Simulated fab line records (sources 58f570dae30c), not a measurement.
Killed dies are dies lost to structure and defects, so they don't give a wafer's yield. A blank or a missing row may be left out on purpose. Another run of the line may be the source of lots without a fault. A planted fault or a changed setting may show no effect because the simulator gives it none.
A sampling plan put to the test    flow berkeley cmos170    one fab line, 9 faults that these records tell of, each judged on the records of the lots that it struck
The plan is the line's own looks: the steps of the route at which a gauge or an inspection reads the wafer and doesn't change it. Where struck wafers have a number at a look and the file lists that look's usual mean and standard deviation on fault-free wafers, the look can be judged. Caught: at a look after the fault's first step, the mean of the struck wafers lies 4 or more of those standard deviations (sigma) from the usual mean. On the tool: the same test on the tool's own readings at the fault's steps. Also counted as caught: the struck wafers showing another recipe, or a record that is empty for them alone.

== THE FAULTS, as the simulator had put them in ==
1. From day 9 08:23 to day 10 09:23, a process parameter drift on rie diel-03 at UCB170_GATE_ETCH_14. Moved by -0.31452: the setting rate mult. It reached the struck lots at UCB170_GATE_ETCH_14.
2. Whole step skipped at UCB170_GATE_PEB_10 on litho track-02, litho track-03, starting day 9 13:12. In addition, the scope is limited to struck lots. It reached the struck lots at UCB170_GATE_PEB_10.
3. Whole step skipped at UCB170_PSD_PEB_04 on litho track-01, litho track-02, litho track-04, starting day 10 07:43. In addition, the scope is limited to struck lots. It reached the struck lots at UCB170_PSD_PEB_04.
4. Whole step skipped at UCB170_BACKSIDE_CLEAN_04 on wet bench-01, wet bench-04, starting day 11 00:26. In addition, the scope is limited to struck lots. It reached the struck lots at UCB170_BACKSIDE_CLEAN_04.
5. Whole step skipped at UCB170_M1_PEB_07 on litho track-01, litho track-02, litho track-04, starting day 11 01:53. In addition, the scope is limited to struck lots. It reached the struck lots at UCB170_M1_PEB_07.
6. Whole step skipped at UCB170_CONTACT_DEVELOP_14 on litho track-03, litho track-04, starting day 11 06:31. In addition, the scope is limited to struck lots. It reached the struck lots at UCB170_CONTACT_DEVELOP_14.
7. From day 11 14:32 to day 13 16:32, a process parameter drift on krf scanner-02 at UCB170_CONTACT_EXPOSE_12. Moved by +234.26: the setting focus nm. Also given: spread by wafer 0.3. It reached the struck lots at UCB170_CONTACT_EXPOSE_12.
8. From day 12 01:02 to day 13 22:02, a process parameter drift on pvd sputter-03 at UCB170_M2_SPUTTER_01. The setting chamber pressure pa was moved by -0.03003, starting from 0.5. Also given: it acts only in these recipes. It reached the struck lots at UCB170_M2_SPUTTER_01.
9. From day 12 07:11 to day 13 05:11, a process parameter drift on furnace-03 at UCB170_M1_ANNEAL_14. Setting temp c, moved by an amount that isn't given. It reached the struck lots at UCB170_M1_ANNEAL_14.

== WHAT THE PLAN SAW ==
fault  on the tool itself                                first look that catches it                       reading, sigma  median hours from its first step to that look  hours from the fault's start to the first struck lot there  judged looks passed uncaught
1      oes product au -11 sigma                          none of the 2 looks that can be judged after it  -               -                                              -                                                           2
2      the tool's record is blank for the struck wafers  no look after it can be judged                   -               -                                              -                                                           0
3      the tool's record is blank for the struck wafers  none of the 3 looks that can be judged after it  -               -                                              -                                                           3
4      the tool's record is blank for the struck wafers  no look after it can be judged                   -               -                                              -                                                           0
5      the tool's record is blank for the struck wafers  no look after it can be judged                   -               -                                              -                                                           0
6      the tool's record is blank for the struck wafers  no look after it can be judged                   -               -                                              -                                                           0
7      exposure dose mJ cm2 -6.4 sigma                   no look after it can be judged                   -               -                                              -                                                           0
8      chamber pressure pa -30 sigma                     no look after it can be judged                   -               -                                              -                                                           0
9      tube center temp C -99 or beyond sigma            no look after it can be judged                   -               -                                              -                                                           0
A dash: this means the fault isn't caught or the number doesn't appear in these records.

Caught at a look: 0 of 9. Caught on the tool: 9 of 9. By one or the other: 9 of 9.
On the tool alone, faults 1, 2, 3, 4, 5, 6, 7, 8, 9 were caught.
